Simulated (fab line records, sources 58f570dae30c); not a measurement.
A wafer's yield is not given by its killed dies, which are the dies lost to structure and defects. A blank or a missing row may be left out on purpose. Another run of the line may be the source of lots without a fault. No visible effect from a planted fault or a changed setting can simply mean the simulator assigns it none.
fab line records + flow berkeley-cmos170
record
- lots=14
- wafers=41
- last-day=11
route steps=331 shown WELLDRIVE@56
lots that met no fault: taken from a fault-free run of the same line
start-h: hours from the record's opening day to when the first of the lot's shown wafers began + wait-h: time in hours since the lot's previous step + " unchanged from the row above + L1.1+2: a row that stands for several wafers + - no value, or no start given + * or withheld: withheld + < > ~ a bound
route shown NAME@n: names a module that has steps shown in the file, with the first one's number in the route + usual: average and standard deviation across the fault-free wafers + same: alike in all rows + chamber/n: place in a boat + sites: per-site readings + _std_site: the values' standard deviation + _edge_site: the outer-site mean with the inner-site mean subtracted + radius-mm: how far each site lies from the wafer's centre + mask NAME#n: copy n + behind: the tool/chamber that last shaped the wafer + hold: why the lot was held/for how many hours/how that ended + device: the n, p or np transistor that did not switch + end of line: the tests these same wafers got at the end of their route + a step with no rows: only its recipe + killed: dies that structure and defects cost at the first sort, which is not the same as the wafer's yield + map: dies across one wafer; x = killed, . = not, _ = none there
set.NAME: the setting that was run; set.NAME@STEP: the one run at that earlier step + model.NAME: the simulator's own value behind a step, which no gauge read
a sample of lots followed through the steps of the route, with each step as a table and each wafer as a row
services: a tool's chamber out of use, with start hour (start-h, from the record's first day; less than 0 if before it), hours out, and reason
## steps
# step UCB170_WELLDRIVE_OXIDATION_01
# recipe
- temp-c=1100
- ambient=O2
- target-thk-a=1990
- ox-time-s=9000
| lot.wafer  | tool       | chamber | start-h | wait-h |
|------------|------------|---------|---------|--------|
| L527.1+2+4 | furnace-01 | 0       | 56.82   | 2.7    |
| L529.1+3+6 | furnace-01 | 0       | 66.17   | 2.1    |
| L530.4+5+6 | furnace-01 | 0       | 66.17   | 2.1    |
| L531.1+3+5 | furnace-01 | 0       | 69.67   | 1.8    |
| L532.1+3+5 | furnace-01 | 0       | 79.77   | 1.6    |
| L533.1+2   | furnace-01 | 0       | 79.77   | 1.6    |
| L538.1+2+3 | furnace-02 | 0       | 118.91  | 2.7    |
| L542.1+5+6 | furnace-02 | 0       | 131.46  | 2.0    |
| L544.3+4+5 | furnace-04 | 0       | 157.35  | 1.3    |
| L546.1+2+4 | furnace-04 | 0       | 157.35  | 1.3    |
| L545.1+5+6 | furnace-01 | 0       | 160.14  | 1.4    |
| L547.2+4+5 | furnace-01 | 0       | 160.14  | 1.4    |
| L548.1+2+3 | furnace-01 | 0       | 163.64  | 3.2    |
| L550.2+3+4 | furnace-01 | 0       | 173.83  | 2.6    |
# step UCB170_WELLDRIVE_THK_MEAS_02
# recipe
- reads=SiO2_of_WELLDRIVE_OXIDATION_01
# usual
- WELLDRIVE_OXIDE_THK=199/3.8
| lot.wafer | tool          | chamber | start-h | wait-h | WELLDRIVE_OXIDE_THK[nm] |
|-----------|---------------|---------|---------|--------|-------------------------|
| L527.1    | film-metro-01 | -       | 60.32   | 0.0    | 200                     |
| L527.2    | "             | -       | "       | "      | 199                     |
| L527.4    | "             | -       | "       | "      | 199                     |
| L529.1    | film-metro-03 | -       | 69.67   | 0.0    | 205                     |
| L529.3    | "             | -       | "       | "      | 195                     |
| L529.6    | "             | -       | "       | "      | 199                     |
| L530.4    | film-metro-01 | -       | 69.70   | 0.0    | 198                     |
| L530.5    | "             | -       | "       | "      | 198                     |
| L530.6    | "             | -       | "       | "      | 195                     |
| L531.1    | film-metro-03 | -       | 73.17   | 0.0    | 198                     |
| L531.3    | "             | -       | "       | "      | 198                     |
| L531.5    | "             | -       | "       | "      | 200                     |
| L532.1    | film-metro-03 | -       | 83.27   | 0.0    | 175                     |
| L532.3    | "             | -       | "       | "      | 172                     |
| L532.5    | "             | -       | "       | "      | 173                     |
| L533.1    | film-metro-01 | -       | 83.27   | 0.0    | 180                     |
| L533.2    | "             | -       | "       | "      | 181                     |
| L538.1    | film-metro-02 | -       | 122.41  | 0.0    | 204                     |
| L538.2    | "             | -       | "       | "      | 202                     |
| L538.3    | "             | -       | "       | "      | 200                     |
| L542.1    | film-metro-02 | -       | 134.96  | 0.0    | 200                     |
| L542.5    | "             | -       | "       | "      | 199                     |
| L542.6    | "             | -       | "       | "      | 197                     |
| L546.1    | film-metro-01 | -       | 160.85  | 0.0    | 209                     |
| L546.2    | "             | -       | "       | "      | 210                     |
| L546.4    | "             | -       | "       | "      | 207                     |
| L544.3    | film-metro-02 | -       | 160.87  | 0.0    | 202                     |
| L544.4    | "             | -       | "       | "      | 202                     |
| L544.5    | "             | -       | "       | "      | 199                     |
| L545.1    | film-metro-01 | -       | 163.65  | 0.0    | 200                     |
| L545.5    | "             | -       | "       | "      | 198                     |
| L545.6    | "             | -       | "       | "      | 199                     |
| L547.2    | film-metro-02 | -       | 163.65  | 0.0    | 200                     |
| L547.4    | "             | -       | "       | "      | 201                     |
| L547.5    | "             | -       | "       | "      | 199                     |
| L548.1    | film-metro-01 | -       | 167.14  | 0.0    | 200                     |
| L548.2    | "             | -       | "       | "      | 197                     |
| L548.3    | "             | -       | "       | "      | 197                     |
| L550.2    | film-metro-01 | -       | 177.34  | 0.0    | 202                     |
| L550.3    | "             | -       | "       | "      | 206                     |
| L550.4    | "             | -       | "       | "      | 204                     |
## services
| tool       | chamber | start-h | hours | kind |
|------------|---------|---------|-------|------|
| furnace-01 | -       | 98.62   | 3.3   | pm   |
| furnace-04 | -       | 131.73  | 3.5   | pm   |
| furnace-02 | -       | 164.47  | 4.0   | pm   |
## key
first-sign
- step=UCB170_WELLDRIVE_THK_MEAS_02
- reading=WELLDRIVE_OXIDE_THK
- direction=down
- sigmas=6.1
- usual=199
- struck=176
effect none on later readings
met-at UCB170_WELLDRIVE_OXIDATION_01
struck-lots L532,L533
tester-left-out L532,L533
onset-between 69.67 79.77
fault
- kind=process-parameter-drift
- tool=furnace-01
- chamber=-
- onset-h=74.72
- steps=UCB170_WELLDRIVE_OXIDATION_01
- channel=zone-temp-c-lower
- offset=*
- shape=step
- end-h=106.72
# tester-left-out: of these lots the tester's yield and bins aren't shown, on N5 and GAA mostly nor the transistor test; their killed dies are dies lost to structure and defects alone, not to doping, threshold or leakage, so they don't give the yield
